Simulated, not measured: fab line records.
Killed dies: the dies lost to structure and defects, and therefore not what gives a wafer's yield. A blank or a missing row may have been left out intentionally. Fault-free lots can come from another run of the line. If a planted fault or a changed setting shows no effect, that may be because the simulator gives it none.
The tool behind it: which one? -- flow rit_cmos -- 21 wafers from 7 lots sampled at 4 of the route's 202 steps

## WHAT EACH GAUGE READ, for each wafer
RIT_SDANNEAL_RS_MEAS_04: a four-point-probe measurement.
lot,measured,on,PSD_RS (ohm/sq)
L347,day 3 17:48,film_metro-01,116.2 116.4 115.8
L349,day 4 05:04,film_metro-01,116.1 116.0 116.1
L351,day 4 14:13,film_metro-03,115.4 115.7 115.8
L353,day 5 06:01,film_metro-02,115.9 116.1 116.0
L355,day 5 11:49,film_metro-03,121.4 121.5 121.1 121.5 121.5 121.2
L364,day 7 12:11,film_metro-03,115.4 115.6 115.5
L369,day 8 21:27,film_metro-02,115.7 115.9 115.6

## EACH LOT AND THE TOOL THAT RAN IT (in order: tool; ch and the chambers of the sampled wafers; start)
lot,RIT_PRETRO_STRIP_09,RIT_PSD_STRIP_09,RIT_SDANNEAL_RTA_03
L347,"plasma_asher-04 ch 0,1, day 2 18:34","plasma_asher-03 ch 0,1, day 3 17:07","rtp_anneal-02 ch 0, day 3 17:44"
L349,"plasma_asher-04 ch 0,1, day 3 00:32","plasma_asher-04 ch 0,1, day 4 04:21","rtp_anneal-01 ch 0, day 4 05:00"
L351,"plasma_asher-02 ch 0, day 3 13:38","plasma_asher-02 ch 0,1, day 4 13:30","rtp_anneal-01 ch 0, day 4 14:06"
L353,"plasma_asher-02 ch 0,1, day 4 04:11","plasma_asher-03 ch 0,1, day 5 05:18","rtp_anneal-01 ch 0, day 5 05:54"
L355,"plasma_asher-04 ch 0,1, day 4 12:01","plasma_asher-03 ch 0,1, day 5 11:05","rtp_anneal-01 ch 0, day 5 11:42"
L364,"plasma_asher-01 ch 0,1, day 6 07:13","plasma_asher-02 ch 0,1, day 7 11:30","rtp_anneal-02 ch 0, day 7 12:07"
L369,"plasma_asher-01 ch 1, day 7 17:17","plasma_asher-02 ch 0,1, day 8 20:44","rtp_anneal-01 ch 0, day 8 21:23"
- RIT_PRETRO_STRIP_09: strips in O2, time 180 s.
- RIT_PSD_STRIP_09: strips in O2, time 180 s.
- RIT_SDANNEAL_RTA_03: time 5 s.

## THE ANSWER, worked out from the rows above alone
Rule: the usual values come from the lots themselves. The widest of any qualifying gaps counts: lots, ordered by their means at a reading, are off when they make up no more than a third of the lots, leave a main group of 4 or more, and stand apart from it by 3 or more times the standard deviation of that group's means. The tables above print the reading to a certain number of digits; a main group whose means all agree to those digits is not used. A lot without any number at a reading at which 4 lots or more have one is off too. Any other lot the step has rows for is counted as sound.
Off: at RIT_SDANNEAL_RS_MEAS_04 (PSD_RS), L355. For the main group the mean is 115.8 ohm/sq and the standard deviation 0.24.
A tool fits if, at a process step before that reading, it ran every lot that is off, and no sound lot after the first of them. Those tools and the gauges at RIT_SDANNEAL_RS_MEAS_04 are tried in the same way. Can't be told from this: 2 tools fit, plasma_asher-04 at RIT_PRETRO_STRIP_09, plasma_asher-03 at RIT_PSD_STRIP_09.

## WHAT THE SIMULATOR HAD PUT IN
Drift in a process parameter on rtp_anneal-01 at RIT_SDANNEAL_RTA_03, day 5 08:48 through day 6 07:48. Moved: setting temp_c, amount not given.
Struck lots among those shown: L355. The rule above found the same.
